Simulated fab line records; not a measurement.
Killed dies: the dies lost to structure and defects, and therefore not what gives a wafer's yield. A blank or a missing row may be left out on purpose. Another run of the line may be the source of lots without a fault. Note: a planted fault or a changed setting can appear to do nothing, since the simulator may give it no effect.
fab line records / flow rit-cmos
[record] lots = 15 wafers = 45 last-day = 7
route steps=202 shown GATE@81 M1@202
lots that met no fault: taken from a fault-free run of the same line
start-h: start of the lot's first displayed wafer, in hours after the record's first day / wait-h: hours since the lot's step before / " same as the row above / L1.1+2: one row covering several wafers at once / - no value, or no start was given / * or withheld: withheld / < > ~ a bound
route shown NAME@n: names a module that has steps shown in the file, with the first one's number in the route / usual: the fault-free wafers' mean and standard deviation / same: alike in all rows / chamber/n: place in a boat / sites: each site's reading / _std_site: standard deviation across them / _edge_site: inner sites' mean taken away from outer sites' mean / radius-mm: how far each site lies from the wafer's centre / mask NAME#n: copy n / behind: the last tool/chamber to shape the wafer / hold: cause of the lot's hold/its duration in hours/its outcome / device: whichever transistor did not switch (one of n, p or np) / end of line: the same wafers' tests at the end of the route / for a step that has no rows: nothing shown but its recipe / killed: at the first sort, the dies lost to defects and structure; wafer yield is something else / map: the dies of a wafer, with x for killed, . for not killed, _ for no die there
set.NAME: the setting that was run; set.NAME@STEP: the one run at that earlier step / model.NAME: the simulator's own value behind a step, which no gauge read
steps of the route over a sample of lots; a table a step, a row a wafer
services: the hour from which a tool's chamber was out of use, counted from the record's first day as start-h (under 0 if before that day), plus the number of hours and why
[[steps]]
[step RIT_GATE_OXIDATION_05]
[recipe] temp-c = 900 ambient = O2 target-thk-a = 30 ox-time-s = 270
[usual] spike-tc-centre-C = 901.0/1.2 spike-tc-source-C = 925.2/1.5 tube-center-temp-C = 900/0.074 tube_center_temp_C_max = 902.3/0.37 zone-power-centre-pct = 45/5.6
lot.wafer=L726.2 tool=furnace-03 chamber=0 start-h=46.22 wait-h=0.1 spike-tc-centre-C=902.4 spike-tc-source-C=927.0 tube-center-temp-C=899.94 tube_center_temp_C_max=902.1 zone-power-centre-pct=40
lot.wafer=L726.3 tool=furnace-03 chamber=0 start-h=46.22 wait-h=0.1 spike-tc-centre-C=903.7 spike-tc-source-C=927.1 tube-center-temp-C=899.91 tube_center_temp_C_max=901.7 zone-power-centre-pct=40
lot.wafer=L726.5 tool=furnace-03 chamber=0 start-h=46.22 wait-h=0.1 spike-tc-centre-C=903.4 spike-tc-source-C=926.0 tube-center-temp-C=899.98 tube_center_temp_C_max=902.6 zone-power-centre-pct=40
lot.wafer=L727.1 tool=furnace-01 chamber=0 start-h=48.22 wait-h=0.1 spike-tc-centre-C=902.2 spike-tc-source-C=923.0 tube-center-temp-C=899.99 tube_center_temp_C_max=902.0 zone-power-centre-pct=51
lot.wafer=L727.3 tool=furnace-01 chamber=0 start-h=48.22 wait-h=0.1 spike-tc-centre-C=898.1 spike-tc-source-C=924.2 tube-center-temp-C=900.08 tube_center_temp_C_max=902.7 zone-power-centre-pct=50
lot.wafer=L727.6 tool=furnace-01 chamber=0 start-h=48.22 wait-h=0.1 spike-tc-centre-C=899.7 spike-tc-source-C=925.2 tube-center-temp-C=899.94 tube_center_temp_C_max=902.0 zone-power-centre-pct=51
lot.wafer=L728.2 tool=furnace-03 chamber=0 start-h=54.48 wait-h=0.0 spike-tc-centre-C=902.8 spike-tc-source-C=928.5 tube-center-temp-C=900.04 tube_center_temp_C_max=902.7 zone-power-centre-pct=40
lot.wafer=L728.5 tool=furnace-03 chamber=0 start-h=54.48 wait-h=0.0 spike-tc-centre-C=902.3 spike-tc-source-C=927.9 tube-center-temp-C=900.05 tube_center_temp_C_max=901.9 zone-power-centre-pct=40
lot.wafer=L728.6 tool=furnace-03 chamber=0 start-h=54.48 wait-h=0.0 spike-tc-centre-C=902.2 spike-tc-source-C=927.8 tube-center-temp-C=900.04 tube_center_temp_C_max=901.9 zone-power-centre-pct=40
lot.wafer=L730.4 tool=furnace-01 chamber=0 start-h=64.73 wait-h=0.0 spike-tc-centre-C=900.7 spike-tc-source-C=922.6 tube-center-temp-C=900 tube_center_temp_C_max=902.1 zone-power-centre-pct=50
lot.wafer=L730.5 tool=furnace-01 chamber=0 start-h=64.73 wait-h=0.0 spike-tc-centre-C=898.5 spike-tc-source-C=925.9 tube-center-temp-C=900.01 tube_center_temp_C_max=902.4 zone-power-centre-pct=51
lot.wafer=L730.6 tool=furnace-01 chamber=0 start-h=64.73 wait-h=0.0 spike-tc-centre-C=900.8 spike-tc-source-C=924.4 tube-center-temp-C=899.96 tube_center_temp_C_max=902.6 zone-power-centre-pct=50
lot.wafer=L731.4 tool=furnace-01 chamber=0 start-h=67.51 wait-h=0.0 spike-tc-centre-C=894.8 spike-tc-source-C=919.5 tube-center-temp-C=895.08 tube_center_temp_C_max=897.9 zone-power-centre-pct=50
lot.wafer=L731.5 tool=furnace-01 chamber=0 start-h=67.51 wait-h=0.0 spike-tc-centre-C=895.3 spike-tc-source-C=918.6 tube-center-temp-C=895.04 tube_center_temp_C_max=897.4 zone-power-centre-pct=51
lot.wafer=L731.6 tool=furnace-01 chamber=0 start-h=67.51 wait-h=0.0 spike-tc-centre-C=896.7 spike-tc-source-C=916.7 tube-center-temp-C=894.95 tube_center_temp_C_max=897.0 zone-power-centre-pct=50
lot.wafer=L732.2 tool=furnace-04 chamber=0 start-h=74.76 wait-h=1.0 spike-tc-centre-C=900.9 spike-tc-source-C=925.8 tube-center-temp-C=899.95 tube_center_temp_C_max=903.3 zone-power-centre-pct=40
lot.wafer=L732.3 tool=furnace-04 chamber=0 start-h=74.76 wait-h=1.0 spike-tc-centre-C=900.4 spike-tc-source-C=927.1 tube-center-temp-C=899.91 tube_center_temp_C_max=902.1 zone-power-centre-pct=40
lot.wafer=L732.4 tool=furnace-04 chamber=0 start-h=74.76 wait-h=1.0 spike-tc-centre-C=898.8 spike-tc-source-C=923.7 tube-center-temp-C=900.01 tube_center_temp_C_max=902.5 zone-power-centre-pct=40
lot.wafer=L733.2 tool=furnace-01 chamber=0 start-h=78.87 wait-h=0.0 spike-tc-centre-C=896.1 spike-tc-source-C=919.3 tube-center-temp-C=895.02 tube_center_temp_C_max=897.0 zone-power-centre-pct=50
lot.wafer=L733.5 tool=furnace-01 chamber=0 start-h=78.87 wait-h=0.0 spike-tc-centre-C=895.5 spike-tc-source-C=918.7 tube-center-temp-C=894.9 tube_center_temp_C_max=897.8 zone-power-centre-pct=50
lot.wafer=L733.6 tool=furnace-01 chamber=0 start-h=78.87 wait-h=0.0 spike-tc-centre-C=895.4 spike-tc-source-C=919.5 tube-center-temp-C=895 tube_center_temp_C_max=897.5 zone-power-centre-pct=51
lot.wafer=L734.1 tool=furnace-04 chamber=0 start-h=84.22 wait-h=0.5 spike-tc-centre-C=899.7 spike-tc-source-C=925.6 tube-center-temp-C=900.04 tube_center_temp_C_max=901.7 zone-power-centre-pct=40
lot.wafer=L734.2 tool=furnace-04 chamber=0 start-h=84.22 wait-h=0.5 spike-tc-centre-C=900.9 spike-tc-source-C=927.9 tube-center-temp-C=899.97 tube_center_temp_C_max=902.3 zone-power-centre-pct=40
lot.wafer=L734.4 tool=furnace-04 chamber=0 start-h=84.22 wait-h=0.5 spike-tc-centre-C=900.6 spike-tc-source-C=926.1 tube-center-temp-C=899.88 tube_center_temp_C_max=903.3 zone-power-centre-pct=40
lot.wafer=L735.3 tool=furnace-01 chamber=0 start-h=88.07 wait-h=0.0 spike-tc-centre-C=895.2 spike-tc-source-C=918.1 tube-center-temp-C=895.07 tube_center_temp_C_max=897.4 zone-power-centre-pct=51
lot.wafer=L735.4 tool=furnace-01 chamber=0 start-h=88.07 wait-h=0.0 spike-tc-centre-C=894.7 spike-tc-source-C=918.6 tube-center-temp-C=895.1 tube_center_temp_C_max=897.8 zone-power-centre-pct=51
lot.wafer=L735.5 tool=furnace-01 chamber=0 start-h=88.07 wait-h=0.0 spike-tc-centre-C=896.6 spike-tc-source-C=921.0 tube-center-temp-C=894.99 tube_center_temp_C_max=897.1 zone-power-centre-pct=51
lot.wafer=L739.2 tool=furnace-04 chamber=0 start-h=108.48 wait-h=1.2 spike-tc-centre-C=900.6 spike-tc-source-C=926.9 tube-center-temp-C=900.11 tube_center_temp_C_max=902.6 zone-power-centre-pct=40
lot.wafer=L739.3 tool=furnace-04 chamber=0 start-h=108.48 wait-h=1.2 spike-tc-centre-C=899.6 spike-tc-source-C=925.3 tube-center-temp-C=900.13 tube_center_temp_C_max=902.2 zone-power-centre-pct=39
lot.wafer=L739.4 tool=furnace-04 chamber=0 start-h=108.48 wait-h=1.2 spike-tc-centre-C=899.8 spike-tc-source-C=926.5 tube-center-temp-C=899.94 tube_center_temp_C_max=903.0 zone-power-centre-pct=40
lot.wafer=L741.1 tool=furnace-04 chamber=0 start-h=118.53 wait-h=0.1 spike-tc-centre-C=900.6 spike-tc-source-C=924.8 tube-center-temp-C=900.13 tube_center_temp_C_max=902.5 zone-power-centre-pct=40
lot.wafer=L741.3 tool=furnace-04 chamber=0 start-h=118.53 wait-h=0.1 spike-tc-centre-C=900.8 spike-tc-source-C=925.2 tube-center-temp-C=899.97 tube_center_temp_C_max=902.1 zone-power-centre-pct=40
lot.wafer=L741.6 tool=furnace-04 chamber=0 start-h=118.53 wait-h=0.1 spike-tc-centre-C=900.7 spike-tc-source-C=925.1 tube-center-temp-C=900 tube_center_temp_C_max=902.0 zone-power-centre-pct=39
lot.wafer=L742.2 tool=furnace-04 chamber=0 start-h=124.68 wait-h=0.1 spike-tc-centre-C=899.4 spike-tc-source-C=924.7 tube-center-temp-C=900.11 tube_center_temp_C_max=902.7 zone-power-centre-pct=40
lot.wafer=L742.5 tool=furnace-04 chamber=0 start-h=124.68 wait-h=0.1 spike-tc-centre-C=901.6 spike-tc-source-C=925.4 tube-center-temp-C=899.99 tube_center_temp_C_max=902.0 zone-power-centre-pct=40
lot.wafer=L742.6 tool=furnace-04 chamber=0 start-h=124.68 wait-h=0.1 spike-tc-centre-C=901.3 spike-tc-source-C=924.5 tube-center-temp-C=900.05 tube_center_temp_C_max=902.4 zone-power-centre-pct=39
lot.wafer=L743.2 tool=furnace-04 chamber=0 start-h=129.26 wait-h=0.5 spike-tc-centre-C=900.8 spike-tc-source-C=926.4 tube-center-temp-C=900.04 tube_center_temp_C_max=902.3 zone-power-centre-pct=40
lot.wafer=L743.5 tool=furnace-04 chamber=0 start-h=129.26 wait-h=0.5 spike-tc-centre-C=900.4 spike-tc-source-C=925.7 tube-center-temp-C=900.11 tube_center_temp_C_max=902.1 zone-power-centre-pct=40
lot.wafer=L743.6 tool=furnace-04 chamber=0 start-h=129.26 wait-h=0.5 spike-tc-centre-C=900.3 spike-tc-source-C=926.2 tube-center-temp-C=899.91 tube_center_temp_C_max=901.6 zone-power-centre-pct=39
lot.wafer=L746.4 tool=furnace-04 chamber=0 start-h=144.30 wait-h=1.0 spike-tc-centre-C=899.5 spike-tc-source-C=926.0 tube-center-temp-C=900.2 tube_center_temp_C_max=902.1 zone-power-centre-pct=40
lot.wafer=L746.5 tool=furnace-04 chamber=0 start-h=144.30 wait-h=1.0 spike-tc-centre-C=901.8 spike-tc-source-C=926.4 tube-center-temp-C=900 tube_center_temp_C_max=901.8 zone-power-centre-pct=40
lot.wafer=L746.6 tool=furnace-04 chamber=0 start-h=144.30 wait-h=1.0 spike-tc-centre-C=899.9 spike-tc-source-C=925.0 tube-center-temp-C=899.99 tube_center_temp_C_max=902.2 zone-power-centre-pct=39
lot.wafer=L747.1 tool=furnace-01 chamber=0 start-h=148.27 wait-h=0.1 spike-tc-centre-C=901.6 spike-tc-source-C=924.7 tube-center-temp-C=899.96 tube_center_temp_C_max=902.1 zone-power-centre-pct=51
lot.wafer=L747.4 tool=furnace-01 chamber=0 start-h=148.27 wait-h=0.1 spike-tc-centre-C=901.5 spike-tc-source-C=924.2 tube-center-temp-C=899.93 tube_center_temp_C_max=902.4 zone-power-centre-pct=51
lot.wafer=L747.5 tool=furnace-01 chamber=0 start-h=148.27 wait-h=0.1 spike-tc-centre-C=900.8 spike-tc-source-C=925.1 tube-center-temp-C=899.93 tube_center_temp_C_max=902.0 zone-power-centre-pct=51
[step RIT_GATE_THK_MEAS_07]
[recipe] reads = SiO2_of_GATE_OXIDATION_05
[usual] GATE_OXIDE_THK = 3.02/0.07
lot.wafer=L726.2 tool=film-metro-03 chamber=- start-h=47.70 wait-h=0.0 GATE_OXIDE_THK[nm]=3.13
lot.wafer=L726.3 tool=film-metro-03 chamber=- start-h=47.70 wait-h=0.0 GATE_OXIDE_THK[nm]=3.10
lot.wafer=L726.5 tool=film-metro-03 chamber=- start-h=47.70 wait-h=0.0 GATE_OXIDE_THK[nm]=3.07
lot.wafer=L727.1 tool=film-metro-02 chamber=- start-h=50.39 wait-h=0.0 GATE_OXIDE_THK[nm]=2.97
lot.wafer=L727.3 tool=film-metro-02 chamber=- start-h=50.39 wait-h=0.0 GATE_OXIDE_THK[nm]=3.09
lot.wafer=L727.6 tool=film-metro-02 chamber=- start-h=50.39 wait-h=0.0 GATE_OXIDE_THK[nm]=3.00
lot.wafer=L728.2 tool=film-metro-02 chamber=- start-h=57.69 wait-h=0.0 GATE_OXIDE_THK[nm]=3.02
lot.wafer=L728.5 tool=film-metro-02 chamber=- start-h=57.69 wait-h=0.0 GATE_OXIDE_THK[nm]=3.08
lot.wafer=L728.6 tool=film-metro-02 chamber=- start-h=57.69 wait-h=0.0 GATE_OXIDE_THK[nm]=3.03
lot.wafer=L730.4 tool=film-metro-01 chamber=- start-h=66.08 wait-h=0.0 GATE_OXIDE_THK[nm]=2.99
lot.wafer=L730.5 tool=film-metro-01 chamber=- start-h=66.08 wait-h=0.0 GATE_OXIDE_THK[nm]=3.02
lot.wafer=L730.6 tool=film-metro-01 chamber=- start-h=66.08 wait-h=0.0 GATE_OXIDE_THK[nm]=3.05
lot.wafer=L731.4 tool=film-metro-01 chamber=- start-h=69.89 wait-h=0.0 GATE_OXIDE_THK[nm]=2.82
lot.wafer=L731.5 tool=film-metro-01 chamber=- start-h=69.89 wait-h=0.0 GATE_OXIDE_THK[nm]=2.84
lot.wafer=L731.6 tool=film-metro-01 chamber=- start-h=69.89 wait-h=0.0 GATE_OXIDE_THK[nm]=2.75
lot.wafer=L732.2 tool=film-metro-02 chamber=- start-h=77.91 wait-h=0.0 GATE_OXIDE_THK[nm]=2.92
lot.wafer=L732.3 tool=film-metro-02 chamber=- start-h=77.91 wait-h=0.0 GATE_OXIDE_THK[nm]=3.00
lot.wafer=L732.4 tool=film-metro-02 chamber=- start-h=77.91 wait-h=0.0 GATE_OXIDE_THK[nm]=3.03
lot.wafer=L733.2 tool=film-metro-01 chamber=- start-h=80.21 wait-h=0.0 GATE_OXIDE_THK[nm]=2.79
lot.wafer=L733.5 tool=film-metro-01 chamber=- start-h=80.21 wait-h=0.0 GATE_OXIDE_THK[nm]=2.76
lot.wafer=L733.6 tool=film-metro-01 chamber=- start-h=80.21 wait-h=0.0 GATE_OXIDE_THK[nm]=2.84
lot.wafer=L734.1 tool=film-metro-03 chamber=- start-h=87.40 wait-h=0.0 GATE_OXIDE_THK[nm]=3.12
lot.wafer=L734.2 tool=film-metro-03 chamber=- start-h=87.40 wait-h=0.0 GATE_OXIDE_THK[nm]=3.08
lot.wafer=L734.4 tool=film-metro-03 chamber=- start-h=87.40 wait-h=0.0 GATE_OXIDE_THK[nm]=3.09
lot.wafer=L735.3 tool=film-metro-03 chamber=- start-h=89.48 wait-h=0.0 GATE_OXIDE_THK[nm]=2.84
lot.wafer=L735.4 tool=film-metro-03 chamber=- start-h=89.48 wait-h=0.0 GATE_OXIDE_THK[nm]=2.88
lot.wafer=L735.5 tool=film-metro-03 chamber=- start-h=89.48 wait-h=0.0 GATE_OXIDE_THK[nm]=2.88
lot.wafer=L739.2 tool=film-metro-03 chamber=- start-h=109.81 wait-h=0.0 GATE_OXIDE_THK[nm]=3.13
lot.wafer=L739.3 tool=film-metro-03 chamber=- start-h=109.81 wait-h=0.0 GATE_OXIDE_THK[nm]=3.13
lot.wafer=L739.4 tool=film-metro-03 chamber=- start-h=109.81 wait-h=0.0 GATE_OXIDE_THK[nm]=3.07
lot.wafer=L741.1 tool=film-metro-01 chamber=- start-h=120.06 wait-h=0.0 GATE_OXIDE_THK[nm]=3.15
lot.wafer=L741.3 tool=film-metro-01 chamber=- start-h=120.06 wait-h=0.0 GATE_OXIDE_THK[nm]=3.20
lot.wafer=L741.6 tool=film-metro-01 chamber=- start-h=120.06 wait-h=0.0 GATE_OXIDE_THK[nm]=3.12
lot.wafer=L742.2 tool=film-metro-03 chamber=- start-h=127.95 wait-h=0.0 GATE_OXIDE_THK[nm]=2.96
lot.wafer=L742.5 tool=film-metro-03 chamber=- start-h=127.95 wait-h=0.0 GATE_OXIDE_THK[nm]=2.93
lot.wafer=L742.6 tool=film-metro-03 chamber=- start-h=127.95 wait-h=0.0 GATE_OXIDE_THK[nm]=2.95
lot.wafer=L743.2 tool=film-metro-01 chamber=- start-h=130.59 wait-h=0.0 GATE_OXIDE_THK[nm]=3.02
lot.wafer=L743.5 tool=film-metro-01 chamber=- start-h=130.59 wait-h=0.0 GATE_OXIDE_THK[nm]=2.94
lot.wafer=L743.6 tool=film-metro-01 chamber=- start-h=130.59 wait-h=0.0 GATE_OXIDE_THK[nm]=2.93
lot.wafer=L746.4 tool=film-metro-03 chamber=- start-h=147.43 wait-h=0.0 GATE_OXIDE_THK[nm]=3.02
lot.wafer=L746.5 tool=film-metro-03 chamber=- start-h=147.43 wait-h=0.0 GATE_OXIDE_THK[nm]=2.92
lot.wafer=L746.6 tool=film-metro-03 chamber=- start-h=147.43 wait-h=0.0 GATE_OXIDE_THK[nm]=2.99
lot.wafer=L747.1 tool=film-metro-01 chamber=- start-h=150.71 wait-h=0.0 GATE_OXIDE_THK[nm]=2.85
lot.wafer=L747.4 tool=film-metro-01 chamber=- start-h=150.71 wait-h=0.0 GATE_OXIDE_THK[nm]=2.90
lot.wafer=L747.5 tool=film-metro-01 chamber=- start-h=150.71 wait-h=0.0 GATE_OXIDE_THK[nm]=2.86
[step RIT_M1_PROBE_99]
[usual] killed-at-contacts = 0.1/0.24 killed-at-front-end = 7/3.2 killed-dies = 7/3.2 killed-open = 3.6/2.1 killed-short = 3.5/2
[same] gross-dies = 264 killed_at_M0_to_M3 = 0 killed_at_M4_up = 0 killed-at-back-side = 0 killed-at-other = 0
lot.wafer=L741.1 tool=prober-01 chamber=- start-h=143.91 wait-h=0.1 killed-at-contacts=0 killed-at-front-end=2 killed-dies=2 killed-open=1 killed-short=1
lot.wafer=L741.3 tool=prober-01 chamber=- start-h=144.01 wait-h=0.2 killed-at-contacts=0 killed-at-front-end=5 killed-dies=5 killed-open=1 killed-short=4
lot.wafer=L741.6 tool=prober-01 chamber=- start-h=144.16 wait-h=0.2 killed-at-contacts=0 killed-at-front-end=9 killed-dies=9 killed-open=3 killed-short=6
// killed by level:class
L741.1 FOX1:geometric-particle:open=1 FOX1:geometric-particle:short=1
L741.3 FOX2:geometric-particle:short=2 FOX1:geometric-particle:open=1 FOX1:geometric-particle:short=1 REOX:geometric-particle:short=1
L741.6 GATE:geometric-particle:short=3 FOX1:geometric-particle:open=2 REOX:geometric-particle:short=2 FOX1:geometric-particle:short=1 GATE:geometric-particle:open=1
[[services]]
tool=furnace-04 chamber=- start-h=28.30 hours=3.6 kind=pm
tool=furnace-03 chamber=- start-h=132.80 hours=3.2 kind=pm
[[key]]
[first-sign] step = RIT_GATE_OXIDATION_05 reading = tube-center-temp-C direction = down sigmas = 55 usual = * struck = *
[effect] step = RIT_GATE_OXIDATION_05 reading = tube_center_temp_C_max direction = down sigmas = 13 usual = * struck = *
[effect] step = RIT_GATE_THK_MEAS_07 reading = GATE_OXIDE_THK direction = down sigmas = 2.8 usual = 3.02 struck = 2.82
met-at RIT_GATE_OXIDATION_05
struck-lots L731,L733,L735
tester-left-out L731,L733,L735
onset-between 64.73 67.51
[fault] kind = process-parameter-drift tool = furnace-01 chamber = - onset-h = 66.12 steps = RIT_GATE_OXIDATION_05 channel = temp-c offset = * shape = step end-h = 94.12 acts-in = * stated = *
// tester-left-out: of these lots the tester's yield and bins aren't shown, on N5 and GAA mostly nor the transistor test; their killed dies are dies lost to structure and defects alone, not to doping, threshold or leakage, so they don't give the yield
